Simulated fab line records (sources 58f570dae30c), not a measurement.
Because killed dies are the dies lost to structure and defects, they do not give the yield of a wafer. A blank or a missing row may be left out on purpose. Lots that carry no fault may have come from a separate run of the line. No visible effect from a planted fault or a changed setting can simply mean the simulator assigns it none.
fab line records + flow berkeley_cmos170
[record]
- lots = 14
- wafers = 42
- last_day = 11
route steps=331 shown SACOX@99 SCREENOX@102 PVT@116 FIELD@126
lots that met no fault: taken from a fault-free run of the same line
start_h: hours from the record's opening day to when the first of the lot's shown wafers began + wait_h: hours since the lot's step before + " the same as in the row above + L1.1+2: one row covering several wafers at once + - value missing, or start not given + * or withheld: withheld + < > ~ a bound
route shown NAME@n: NAME is a module with steps in the file, n the number in the route of the first one + usual: average and standard deviation across the fault-free wafers + same: alike in all rows + chamber/n: place in a boat + sites: the reading at each site + _std_site: their standard deviation + _edge_site: mean of outer sites minus mean of inner sites + radius_mm: how far each site lies from the wafer's centre + mask NAME#n: copy n + behind: tool/chamber where the wafer was last shaped + hold: why the lot was held/for how many hours/how that ended + device: which transistor (n, p or np) failed to switch + end of line: tests run on the same wafers once the route is complete + a step without rows: its recipe alone + killed: not the wafer's yield, but the dies lost to structure and defects at the first sort + map: per-die view of a wafer (x killed, . not killed, _ where there is no die)
set.NAME: the setting the step ran with; set.NAME@STEP: the setting that earlier step ran with + model.NAME: the simulator's own value behind a step, which no gauge read
a sample of lots followed through the steps of the route, with each step as a table and each wafer as a row
services: the hour from which a tool's chamber was out of use, counted from the record's first day as start_h (under 0 if before that day), plus the number of hours and why
[[steps]]
[step UCB170_SACOX_THK_MEAS_02]
[recipe]
- reads = SiO2_of_SACOX_OXIDATION_01
[usual]
- SACOX_OXIDE_THK = 14.26/0.27
| lot.wafer | tool          | chamber | start_h | wait_h | SACOX_OXIDE_THK[nm] |
|-----------|---------------|---------|---------|--------|---------------------|
| L805.3    | film_metro-02 | -       | 89.95   | 0.1    | 13.99               |
| L805.4    | "             | -       | "       | "      | 14.38               |
| L805.6    | "             | -       | "       | "      | 14.31               |
| L806.1    | film_metro-01 | -       | 99.31   | 0.0    | 14.84               |
| L806.5    | "             | -       | "       | "      | 14.61               |
| L806.6    | "             | -       | "       | "      | 14.51               |
| L807.1    | film_metro-02 | -       | 108.24  | 0.0    | 14.60               |
| L807.5    | "             | -       | "       | "      | 14.61               |
| L807.6    | "             | -       | "       | "      | 14.35               |
| L810.1    | film_metro-01 | -       | 119.88  | 0.0    | 14.16               |
| L810.3    | "             | -       | "       | "      | 14.29               |
| L810.6    | "             | -       | "       | "      | 13.92               |
| L808.2    | film_metro-03 | -       | 119.89  | 0.0    | 14.02               |
| L808.5    | "             | -       | "       | "      | 14.08               |
| L808.6    | "             | -       | "       | "      | 14.24               |
| L809.2    | film_metro-02 | -       | 119.89  | 0.0    | 14.32               |
| L809.4    | "             | -       | "       | "      | 14.47               |
| L809.6    | "             | -       | "       | "      | 14.26               |
| L811.1    | film_metro-02 | -       | 125.35  | 0.0    | 14.25               |
| L811.5    | "             | -       | "       | "      | 14.31               |
| L811.6    | "             | -       | "       | "      | 14.42               |
| L814.1    | film_metro-03 | -       | 140.77  | 0.0    | 14.40               |
| L814.3    | "             | -       | "       | "      | 14.23               |
| L814.4    | "             | -       | "       | "      | 14.47               |
| L817.3    | film_metro-02 | -       | 151.85  | 0.0    | 14.38               |
| L817.4    | "             | -       | "       | "      | 14.18               |
| L817.6    | "             | -       | "       | "      | 14.22               |
| L818.4    | film_metro-01 | -       | 151.86  | 0.0    | 14.18               |
| L818.5    | "             | -       | "       | "      | 14.29               |
| L818.6    | "             | -       | "       | "      | 14.34               |
| L819.2    | film_metro-02 | -       | 166.92  | 0.0    | 14.45               |
| L819.4    | "             | -       | "       | "      | 14.53               |
| L819.6    | "             | -       | "       | "      | 14.33               |
| L822.3    | film_metro-03 | -       | 183.93  | 0.0    | 14.18               |
| L822.4    | "             | -       | "       | "      | 14.09               |
| L822.5    | "             | -       | "       | "      | 14.30               |
| L823.1    | film_metro-01 | -       | 183.97  | 0.1    | 14.43               |
| L823.3    | "             | -       | "       | "      | 14.25               |
| L823.6    | "             | -       | "       | "      | 14.25               |
| L825.3    | film_metro-02 | -       | 202.57  | 0.0    | 14.12               |
| L825.4    | "             | -       | "       | "      | 13.82               |
| L825.6    | "             | -       | "       | "      | 13.78               |
[step UCB170_SCREENOX_THK_MEAS_02]
[recipe]
- reads = SiO2_of_SCREENOX_OXIDATION_01
[usual]
- SCREENOX_OXIDE_THK = 14.2/0.31
| lot.wafer | tool          | chamber | start_h | wait_h | SCREENOX_OXIDE_THK[nm] |
|-----------|---------------|---------|---------|--------|------------------------|
| L805.3    | film_metro-01 | -       | 94.67   | 0.0    | 14.1                   |
| L805.4    | "             | -       | "       | "      | 14.4                   |
| L805.6    | "             | -       | "       | "      | 14.3                   |
| L806.1    | film_metro-02 | -       | 104.91  | 0.0    | 14.5                   |
| L806.5    | "             | -       | "       | "      | 14.0                   |
| L806.6    | "             | -       | "       | "      | 14.0                   |
| L807.1    | film_metro-02 | -       | 112.50  | 0.0    | 13.7                   |
| L807.5    | "             | -       | "       | "      | 13.7                   |
| L807.6    | "             | -       | "       | "      | 13.8                   |
| L810.1    | film_metro-04 | -       | 122.89  | 0.0    | 14.3                   |
| L810.3    | "             | -       | "       | "      | 14.1                   |
| L810.6    | "             | -       | "       | "      | 14.5                   |
| L809.2    | film_metro-02 | -       | 122.94  | 0.1    | 13.6                   |
| L809.4    | "             | -       | "       | "      | 13.9                   |
| L809.6    | "             | -       | "       | "      | 13.8                   |
| L808.2    | film_metro-04 | -       | 122.96  | 0.1    | 14.0                   |
| L808.5    | "             | -       | "       | "      | 14.1                   |
| L808.6    | "             | -       | "       | "      | 13.9                   |
| L811.1    | film_metro-02 | -       | 129.60  | 0.0    | 13.8                   |
| L811.5    | "             | -       | "       | "      | 14.0                   |
| L811.6    | "             | -       | "       | "      | 14.1                   |
| L814.1    | film_metro-02 | -       | 146.62  | 0.0    | 14.5                   |
| L814.3    | "             | -       | "       | "      | 14.4                   |
| L814.4    | "             | -       | "       | "      | 14.4                   |
| L817.3    | film_metro-02 | -       | 154.86  | 0.0    | 14.4                   |
| L817.4    | "             | -       | "       | "      | 14.5                   |
| L817.6    | "             | -       | "       | "      | 14.3                   |
| L818.4    | film_metro-01 | -       | 154.87  | 0.0    | 13.6                   |
| L818.5    | "             | -       | "       | "      | 13.7                   |
| L818.6    | "             | -       | "       | "      | 13.8                   |
| L819.2    | film_metro-04 | -       | 171.42  | 0.0    | 14.2                   |
| L819.4    | "             | -       | "       | "      | 14.1                   |
| L819.6    | "             | -       | "       | "      | 13.9                   |
| L822.3    | film_metro-01 | -       | 186.95  | 0.0    | 14.3                   |
| L822.4    | "             | -       | "       | "      | 14.3                   |
| L822.5    | "             | -       | "       | "      | 14.2                   |
| L823.1    | film_metro-04 | -       | 186.99  | 0.1    | 13.8                   |
| L823.3    | "             | -       | "       | "      | 13.9                   |
| L823.6    | "             | -       | "       | "      | 13.9                   |
| L825.3    | film_metro-02 | -       | 207.16  | 0.1    | 13.8                   |
| L825.4    | "             | -       | "       | "      | 14.0                   |
| L825.6    | "             | -       | "       | "      | 13.7                   |
[step UCB170_PVT_COAT_01]
[recipe]
- resist = KrF
- spin_rpm = 1500
- resist_thk_nm = 900
[usual]
- exhaust_pa = 45.0/1
- spin_speed_rpm = 1500.1/1.3
| lot.wafer | tool           | chamber | start_h | wait_h | exhaust_pa | spin_speed_rpm |
|-----------|----------------|---------|---------|--------|------------|----------------|
| L805.3    | litho_track-02 | 0       | 105.62  | 0.1    | 45.3       | 1499.6         |
| L805.4    | "              | 0       | "       | "      | 46.1       | 1500.2         |
| L805.6    | "              | 0       | "       | "      | 46.0       | 1499.9         |
| L806.1    | litho_track-03 | 0       | 109.94  | 0.1    | 46.1       | 1500.3         |
| L806.5    | "              | 0       | "       | "      | 45.4       | 1501.2         |
| L806.6    | "              | 0       | "       | "      | 45.3       | 1501.0         |
| L807.1    | litho_track-03 | 0       | 121.22  | 0.1    | 45.1       | 1498.2         |
| L807.5    | "              | 0       | "       | "      | 44.8       | 1499.0         |
| L807.6    | "              | 0       | "       | "      | 43.7       | 1500.7         |
| L810.1    | litho_track-04 | 0       | 127.75  | 0.1    | 42.5       | 1500.9         |
| L810.3    | "              | 0       | "       | "      | 43.8       | 1500.1         |
| L810.6    | "              | 0       | "       | "      | 43.2       | 1499.5         |
| L808.2    | litho_track-02 | 0       | 128.25  | 0.1    | 45.7       | 1498.8         |
| L808.5    | "              | 0       | "       | "      | 45.3       | 1498.9         |
| L808.6    | "              | 0       | "       | "      | 46.9       | 1501.3         |
| L809.2    | litho_track-03 | 0       | 128.29  | 0.1    | 44.3       | 1497.6         |
| L809.4    | "              | 0       | "       | "      | 45.2       | 1501.4         |
| L809.6    | "              | 0       | "       | "      | 45.2       | 1499.7         |
| L811.1    | litho_track-02 | 0       | 138.08  | 0.1    | 45.3       | 1499.6         |
| L811.5    | "              | 0       | "       | "      | 45.8       | 1499.9         |
| L811.6    | "              | 0       | "       | "      | 45.5       | 1501.2         |
| L814.1    | litho_track-03 | 0       | 153.67  | 0.1    | 44.6       | 1639.8         |
| L814.3    | "              | 0       | "       | "      | 45.1       | 1638.7         |
| L814.4    | "              | 0       | "       | "      | 45.3       | 1638.8         |
| L817.3    | litho_track-04 | 0       | 160.17  | 0.1    | 44.4       | 1501.6         |
| L817.4    | "              | 0       | "       | "      | 44.2       | 1499.0         |
| L817.6    | "              | 0       | "       | "      | 45.9       | 1499.4         |
| L818.4    | litho_track-03 | 0       | 160.20  | 0.1    | 45.1       | 1638.5         |
| L818.5    | "              | 0       | "       | "      | 44.9       | 1642.9         |
| L818.6    | "              | 0       | "       | "      | 44.5       | 1641.5         |
| L819.2    | litho_track-02 | 0       | 181.02  | 0.1    | 44.5       | 1502.3         |
| L819.4    | "              | 0       | "       | "      | 46.1       | 1500.2         |
| L819.6    | "              | 0       | "       | "      | 45.9       | 1502.9         |
| L822.3    | litho_track-04 | 0       | 192.24  | 0.1    | 44.4       | 1497.6         |
| L822.4    | "              | 0       | "       | "      | 44.5       | 1498.7         |
| L822.5    | "              | 0       | "       | "      | 44.8       | 1499.3         |
| L823.1    | litho_track-04 | 0       | 193.09  | 0.1    | 42.5       | 1499.7         |
| L823.3    | "              | 0       | "       | "      | 44.0       | 1501.7         |
| L823.6    | "              | 0       | "       | "      | 44.2       | 1500.2         |
| L825.3    | litho_track-02 | 0       | 215.31  | 0.1    | 43.8       | 1499.7         |
| L825.4    | "              | 0       | "       | "      | 43.4       | 1501.4         |
| L825.6    | "              | 0       | "       | "      | 43.6       | 1500.6         |
[step UCB170_PVT_STRIP_08]
[recipe]
- chemistry = O2
- power_w = 400
- pressure_mtorr = 3500
- platen_temp_c = withheld
- o2_flow_sccm = 400
- overash_fraction = 0.5
[usual]
- drypump_motor_current_A = 6.0/0.43
- o2_flow_sccm = 399.8/1.2
- oes_product_au = 0.735/0.0043
- strip_time_to_endpoint_s = 21.64/0.063
| lot.wafer | tool            | chamber | start_h | wait_h | drypump_motor_current_A | o2_flow_sccm | oes_product_au | rf_hours_counter_h | strip_time_to_endpoint_s |
|-----------|-----------------|---------|---------|--------|-------------------------|--------------|----------------|--------------------|--------------------------|
| L805.3    | plasma_asher-01 | 1       | 106.76  | 0.1    | 6.6                     | 400.6        | 0.742          | -                  | 21.62                    |
| L805.4    | "               | 0       | "       | "      | 5.3                     | 400.4        | 0.735          | -                  | 21.68                    |
| L805.6    | "               | 1       | "       | "      | 6.5                     | 400.1        | 0.736          | -                  | 21.70                    |
| L806.1    | plasma_asher-02 | 1       | 111.31  | 0.1    | 5.8                     | 399.9        | 0.730          | 43                 | 21.60                    |
| L806.5    | "               | 1       | "       | "      | 5.8                     | 400.7        | 0.736          | -                  | 21.55                    |
| L806.6    | "               | 0       | "       | "      | 5.7                     | 399.4        | 0.742          | -                  | 21.57                    |
| L807.1    | plasma_asher-04 | 1       | 122.77  | 0.1    | 5.9                     | 401.2        | 0.738          | 0                  | 21.69                    |
| L807.5    | "               | 0       | "       | "      | 6.6                     | 400.9        | 0.731          | -                  | 21.66                    |
| L807.6    | "               | 1       | "       | "      | 5.9                     | 400.3        | 0.730          | -                  | 21.67                    |
| L810.1    | plasma_asher-04 | 0       | 129.03  | 0.1    | 6.6                     | 399.8        | 0.735          | 1                  | 21.56                    |
| L810.3    | "               | 1       | "       | "      | 5.9                     | 400.0        | 0.738          | -                  | 21.58                    |
| L810.6    | "               | 0       | "       | "      | 6.6                     | 399.6        | 0.733          | -                  | 21.61                    |
| L808.2    | plasma_asher-02 | 0       | 129.51  | 0.1    | 5.7                     | 400.5        | 0.741          | 45                 | 21.63                    |
| L808.5    | "               | 0       | "       | "      | 5.7                     | 400.6        | 0.736          | -                  | 21.65                    |
| L808.6    | "               | 1       | "       | "      | 5.8                     | 400.9        | 0.739          | -                  | 21.65                    |
| L809.2    | plasma_asher-01 | 1       | 129.58  | 0.1    | 6.5                     | 401.5        | 0.739          | 30                 | 21.71                    |
| L809.4    | "               | 1       | "       | "      | 6.5                     | 400.8        | 0.730          | -                  | 21.75                    |
| L809.6    | "               | 0       | "       | "      | 5.3                     | 400.7        | 0.737          | -                  | 21.67                    |
| L811.1    | plasma_asher-04 | 0       | 139.14  | 0.1    | 6.6                     | 397.8        | 0.732          | 2                  | 21.67                    |
| L811.5    | "               | 0       | "       | "      | 6.6                     | 401.4        | 0.735          | -                  | 21.70                    |
| L811.6    | "               | 1       | "       | "      | 5.9                     | 398.5        | 0.737          | -                  | 21.72                    |
| L814.1    | plasma_asher-04 | 0       | 154.98  | 0.1    | 6.6                     | 399.2        | 0.734          | 4                  | 20.69                    |
| L814.3    | "               | 1       | "       | "      | 5.9                     | 400.5        | 0.735          | -                  | 20.72                    |
| L814.4    | "               | 0       | "       | "      | 6.6                     | 399.6        | 0.735          | -                  | 20.66                    |
| L818.4    | plasma_asher-02 | 1       | 161.64  | 0.1    | 5.8                     | 398.2        | 0.732          | -                  | 20.72                    |
| L818.5    | "               | 0       | "       | "      | 5.6                     | 402.3        | 0.732          | -                  | 20.74                    |
| L818.6    | "               | 1       | "       | "      | 5.8                     | 398.6        | 0.728          | -                  | 20.74                    |
| L817.3    | plasma_asher-04 | 0       | 161.92  | 0.1    | 6.6                     | 400.8        | 0.731          | -                  | 21.47                    |
| L817.4    | "               | 1       | "       | "      | 5.9                     | 399.6        | 0.740          | -                  | 21.51                    |
| L817.6    | "               | 0       | "       | "      | 6.6                     | 402.0        | 0.740          | -                  | 21.50                    |
| L819.2    | plasma_asher-04 | 0       | 182.65  | 0.1    | 6.6                     | 402.8        | 0.735          | 7                  | 21.58                    |
| L819.4    | "               | 1       | "       | "      | 5.9                     | 398.7        | 0.737          | -                  | 21.58                    |
| L819.6    | "               | 1       | "       | "      | 5.9                     | 399.9        | 0.736          | -                  | 21.66                    |
| L822.3    | plasma_asher-02 | 0       | 193.66  | 0.1    | 5.6                     | 399.3        | 0.733          | -                  | 21.67                    |
| L822.4    | "               | 1       | "       | "      | 5.7                     | 397.9        | 0.742          | -                  | 21.72                    |
| L822.5    | "               | 1       | "       | "      | 5.8                     | 397.2        | 0.741          | -                  | 21.73                    |
| L823.1    | plasma_asher-01 | 1       | 194.63  | 0.1    | 6.6                     | 400.1        | 0.730          | 33                 | 21.68                    |
| L823.3    | "               | 0       | "       | "      | 5.3                     | 400.6        | 0.743          | -                  | 21.66                    |
| L823.6    | "               | 0       | "       | "      | 5.3                     | 400.4        | 0.729          | -                  | 21.68                    |
| L825.3    | plasma_asher-02 | 0       | 216.51  | 0.1    | 5.6                     | 397.9        | 0.737          | -                  | 21.78                    |
| L825.4    | "               | 1       | "       | "      | 5.8                     | 400.8        | 0.736          | -                  | 21.69                    |
| L825.6    | "               | 1       | "       | "      | 5.8                     | 400.6        | 0.739          | -                  | 21.68                    |
[step UCB170_FIELD_THK_MEAS_91]
[recipe]
- reads = SiO2_of_FIELD_OXIDATION_01
[usual]
- FIELD_OXIDE_LEFT_2_THK = 347/9.5
| lot.wafer | tool          | chamber | start_h | wait_h | FIELD_OXIDE_LEFT_2_THK[nm] |
|-----------|---------------|---------|---------|--------|----------------------------|
| L805.3    | film_metro-03 | -       | 106.98  | 0.0    | 360                        |
| L805.4    | "             | -       | "       | "      | 353                        |
| L805.6    | "             | -       | "       | "      | 357                        |
| L806.1    | film_metro-02 | -       | 111.53  | 0.0    | 324                        |
| L806.5    | "             | -       | "       | "      | 337                        |
| L806.6    | "             | -       | "       | "      | 337                        |
| L807.1    | film_metro-03 | -       | 123.00  | 0.0    | 348                        |
| L807.5    | "             | -       | "       | "      | 336                        |
| L807.6    | "             | -       | "       | "      | 346                        |
| L810.1    | film_metro-03 | -       | 129.25  | 0.0    | 346                        |
| L810.3    | "             | -       | "       | "      | 346                        |
| L810.6    | "             | -       | "       | "      | 351                        |
| L808.2    | film_metro-02 | -       | 129.74  | 0.0    | 351                        |
| L808.5    | "             | -       | "       | "      | 355                        |
| L808.6    | "             | -       | "       | "      | 343                        |
| L809.2    | film_metro-03 | -       | 129.81  | 0.0    | 337                        |
| L809.4    | "             | -       | "       | "      | 357                        |
| L809.6    | "             | -       | "       | "      | 352                        |
| L811.1    | film_metro-04 | -       | 139.37  | 0.0    | 344                        |
| L811.5    | "             | -       | "       | "      | 360                        |
| L811.6    | "             | -       | "       | "      | 352                        |
| L814.1    | film_metro-04 | -       | 155.21  | 0.0    | 342                        |
| L814.3    | "             | -       | "       | "      | 339                        |
| L814.4    | "             | -       | "       | "      | 348                        |
| L818.4    | film_metro-03 | -       | 163.70  | 0.0    | 339                        |
| L818.5    | "             | -       | "       | "      | 336                        |
| L818.6    | "             | -       | "       | "      | 342                        |
| L817.3    | film_metro-03 | -       | 163.75  | 0.1    | 333                        |
| L817.4    | "             | -       | "       | "      | 342                        |
| L817.6    | "             | -       | "       | "      | 338                        |
| L819.2    | film_metro-02 | -       | 182.89  | 0.0    | 347                        |
| L819.4    | "             | -       | "       | "      | 350                        |
| L819.6    | "             | -       | "       | "      | 358                        |
| L822.3    | film_metro-02 | -       | 193.87  | 0.0    | 365                        |
| L822.4    | "             | -       | "       | "      | 346                        |
| L822.5    | "             | -       | "       | "      | 364                        |
| L823.1    | film_metro-03 | -       | 194.85  | 0.0    | 364                        |
| L823.3    | "             | -       | "       | "      | 355                        |
| L823.6    | "             | -       | "       | "      | 357                        |
| L825.3    | film_metro-04 | -       | 216.72  | 0.0    | 345                        |
| L825.4    | "             | -       | "       | "      | 340                        |
| L825.6    | "             | -       | "       | "      | 342                        |
[[services]]
| tool            | chamber | start_h | hours | kind       |
|-----------------|---------|---------|-------|------------|
| plasma_asher-04 | -       | 108.75  | 9.0   | pm         |
| plasma_asher-04 | 0       | 108.75  | 9.0   | vent_cycle |
| plasma_asher-04 | 1       | 108.75  | 9.0   | vent_cycle |
| plasma_asher-04 | 0       | 117.75  | -     | clean      |
| plasma_asher-04 | 1       | 117.75  | -     | clean      |
| plasma_asher-01 | -       | 136.96  | 20.3  | repair     |
| plasma_asher-04 | -       | 140.63  | 4.3   | repair     |
| plasma_asher-01 | -       | 158.26  | 15.6  | pm         |
[[key]]
[first_sign]
- step = UCB170_PVT_COAT_01
- reading = spin_speed_rpm
- direction = up
- sigmas = 99+
- usual = 1500.1
- struck = 1640.1
[effect]
- step = UCB170_PVT_STRIP_08
- reading = strip_time_to_endpoint_s
- direction = down
- sigmas = 15
- usual = *
- struck = *
met_at UCB170_PVT_COAT_01
struck_lots L814,L818
tester_left_out L814,L818
not_acting_at UCB170_SACOX_THK_MEAS_02,UCB170_SCREENOX_THK_MEAS_02,UCB170_FIELD_THK_MEAS_91
onset_between 128.29 153.67
[fault]
- kind = process_parameter_drift
- tool = litho_track-03
- chamber = -
- onset_h = 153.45
- steps = UCB170_PVT_COAT_01
- channel = spin_rpm
- offset = 139.79
- shape = step
- end_h = 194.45
- acts_in = these_recipes_only
- stated = 1500
// tester_left_out: of these lots the tester's yield and bins aren't shown, on N5 and GAA mostly nor the transistor test; their killed dies are dies lost to structure and defects alone, not to doping, threshold or leakage, so they don't give the yield
